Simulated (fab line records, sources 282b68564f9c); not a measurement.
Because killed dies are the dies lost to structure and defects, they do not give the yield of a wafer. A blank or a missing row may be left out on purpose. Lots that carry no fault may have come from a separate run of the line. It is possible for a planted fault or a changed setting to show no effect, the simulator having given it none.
Which tool is to blame?	flow rit_cmos	21 wafers from 7 lots sampled at 3 of the route's 202 steps

WHAT THE GAUGES READ, wafer by wafer
RIT_NRETRO_TW_MEAS_10.
lot	measured	on	NRETRO_TW
L383	day 2 11:37	film_metro-03	1062 1063 1062
L387	day 3 06:28	film_metro-04	1057 1059 1054
L389	day 3 16:26	film_metro-04	1049 1052 1058
L392	day 4 08:40	film_metro-02	1054 1053 1053
L394	day 4 17:44	film_metro-02	869 869 865
L402	day 6 09:43	film_metro-02	1054 1053 1048
L405	day 7 02:06	film_metro-03	1064 1063 1064

EACH LOT AND THE TOOL THAT RAN IT (in order: tool; ch and the chambers of the sampled wafers; start)
lot	RIT_NRETRO_IMPLANT_08	RIT_NRETRO_STRIP_09
L383	implanter-03 ch 0, day 2 11:19	plasma_asher-01 ch 0,1, day 2 11:29
L387	implanter-01 ch 0, day 3 06:09	plasma_asher-01 ch 0,1, day 3 06:18
L389	implanter-01 ch 0, day 3 16:07	plasma_asher-01 ch 0,1, day 3 16:16
L392	implanter-02 ch 0, day 4 08:20	plasma_asher-02 ch 0,1, day 4 08:29
L394	implanter-02 ch 0, day 4 17:25	plasma_asher-01 ch 0, day 4 17:32
L402	implanter-03 ch 0, day 6 09:24	plasma_asher-02 ch 0,1, day 6 09:33
L405	implanter-01 ch 0, day 7 01:48	plasma_asher-03 ch 0,1, day 7 01:58
- RIT_NRETRO_IMPLANT_08
- RIT_NRETRO_STRIP_09: strips in O2, time 180 s.

THE ANSWER, worked out from the rows above alone
Rule: the usual values come from the lots themselves. Put in order of their means at a reading, lots are off if they are a third of the lots or fewer, leave a main group of 4 or more, and stand apart from it by a gap of 3 or more times the standard deviation of the main group's means; of several such gaps the widest counts. A main group whose means are all the same, to the digits that the tables above print for the reading, isn't used. A lot without any number at a reading at which 4 lots or more have one is off too. All remaining lots with rows at the step are treated as sound.
Off: at RIT_NRETRO_TW_MEAS_10 (NRETRO_TW), L394. The main group: mean 1057, standard deviation 4.7.
A tool fits if, at a process step before that reading, it ran every lot that is off, and no sound lot after the first of them. Gauges at RIT_NRETRO_TW_MEAS_10: tried the same way as those tools. 2 tools fit, implanter-02 at RIT_NRETRO_IMPLANT_08 and plasma_asher-01 at RIT_NRETRO_STRIP_09, so this cannot tell which one it is.

WHAT THE SIMULATOR PUT IN
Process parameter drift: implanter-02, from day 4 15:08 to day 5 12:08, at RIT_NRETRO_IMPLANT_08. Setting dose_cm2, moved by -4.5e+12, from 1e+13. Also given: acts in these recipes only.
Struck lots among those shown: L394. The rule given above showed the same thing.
